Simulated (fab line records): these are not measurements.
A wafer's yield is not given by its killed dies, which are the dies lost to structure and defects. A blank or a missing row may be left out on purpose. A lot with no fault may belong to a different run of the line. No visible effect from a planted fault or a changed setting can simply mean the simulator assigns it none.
Split-lot experiment ; flow rit-cmos ; route with 202 steps; 5 lots, 23 wafers read

SPLIT DETAILS
At RIT_M1_METAL_ETCH_12 (etches Al in Cl2/BCl3, stops on SiO2, time 165 s, target depth 600 nm), the setting over-etch-frac was moved away from the recipe's 0.5 on 10 of the 23 wafers read, by -8.4% to +23.7%. For the rest of the wafers, this setting stayed at what the recipe calls for.

Reading taken at the split's own step.

THE READING
oes-product-au, in a.u., at RIT_M1_METAL_ETCH_12 (etches Al in Cl2/BCl3, stops on SiO2, time 165 s, target depth 600 nm). On this fab line, fault-free wafers typically give 0.768 a.u. with a standard deviation of 0.0084 a.u.

wafer;tool, chamber at the split;over-etch-frac as run;against the recipe;oes-product-au, a.u.;against lot-mates on the recipe
L080.3;rie-metal-01, 0;0.5;recipe;0.776;-
L080.4;rie-metal-01, 1;0.5;recipe;0.759;-
L080.5;rie-metal-01, 1;0.5;recipe;0.758;-
L081.1;rie-metal-03, 0;0.5;recipe;0.762;-
L081.2;rie-metal-03, 0;0.5;recipe;0.759;-
L081.4;rie-metal-03, 0;0.5652;+13.0%;0.749;-0.013
L081.5;rie-metal-03, 0;0.5652;+13.0%;0.742;-0.020
L081.6;rie-metal-03, 0;0.5;recipe;0.765;-
L082.2;rie-metal-02, 0;0.5;recipe;0.759;-
L082.3;rie-metal-02, 0;0.5;recipe;0.753;-
L082.4;rie-metal-02, 1;0.4582;-8.4%;0.773;+0.017
L082.5;rie-metal-02, 1;0.4582;-8.4%;0.782;+0.026
L082.6;rie-metal-02, 0;0.4582;-8.4%;0.775;+0.019
L083.1;rie-metal-01, 1;0.6187;+23.7%;0.726;-0.044
L083.2;rie-metal-01, 0;0.5;recipe;0.771;-
L083.3;rie-metal-01, 0;0.6187;+23.7%;0.740;-0.030
L083.4;rie-metal-01, 1;0.6187;+23.7%;0.735;-0.035
L083.6;rie-metal-01, 0;0.5;recipe;0.770;-
L084.1;rie-metal-03, 0;0.5836;+16.7%;0.745;-0.021
L084.2;rie-metal-03, 1;0.5;recipe;0.770;-
L084.4;rie-metal-03, 0;0.5;recipe;0.761;-
L084.5;rie-metal-03, 1;0.5;recipe;0.767;-
L084.6;rie-metal-03, 0;0.5836;+16.7%;0.747;-0.019

FIT RESULTS
A straight line over all 23 wafers: oes-product-au changes by -0.00129 a.u. for each +1% of over-etch-frac; r = -0.92; the points scatter about the line by 0.0059 a.u.
The same after taking each lot's own level away (the mean of its wafers on the recipe; 23 wafers): -0.00159 a.u. for each +1%; r = -0.95; scatter 0.0056 a.u.
Per that fit: largest over-etch-frac move, reading shift of 0.038 a.u.
The span of the lots' own levels, 0.7560 to 0.7705 a.u., comes to 1.7 times the standard deviation stated above.
Hence the slope depends on the lot-to-lot level, as the two fits are not the same.
Check: -0.0335 a.u. against its lot-mates is what the line predicts for one of the wafers moved furthest among these (+23.7%) when that wafer is left out of the fit. It came out at -0.0445 a.u. against them.
Tool readings at the split's step, against how far the setting was moved: oes-product-au r = -0.92.

THE OTHER SPLITS THESE WAFERS WENT THROUGH
Before the reading, these wafers also passed through other splits. Each is held against what the fit with the lots' levels taken away leaves over:
other split on the same wafers;wafers away from the commonest value;r with oes-product-au (lot level and that fit taken away)
RIT_SILICIDE_SPUTTER_01 time-s;11;+0.08
RIT_CONTACT_CVD_00 time-s;10;+0.14
RIT_CONTACT_DEVELOP_07 develop-time-s;11;-0.07
RIT_CONTACT_ETCH_11 over-etch-frac;11;-0.12
RIT_M1_EXPOSE_06 dose-mj;6;-0.47

THE WHOLE CHAIN: every reading that the file lists as answering this split, in the file's order
step;what it does;reading;change (the file's fit);r (the file's)
RIT_M1_METAL_ETCH_12;etches Al in Cl2/BCl3, stops on SiO2, time 165 s, target depth 600 nm;oes-product-au;-0.00148 a.u. for each +1% of the setting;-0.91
RIT_M1_METAL_ETCH_12;etches Al in Cl2/BCl3, stops on SiO2, time 165 s, target depth 600 nm;NOVOLAK_of_M1_COAT_04.thk-nm (the simulator's own value, which no gauge read);-0.854 nm for each +1% of the setting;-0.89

THE FILE'S OWN FIT
oes-product-au changes by -0.00148 a.u. for each +1% of over-etch-frac, r = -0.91.
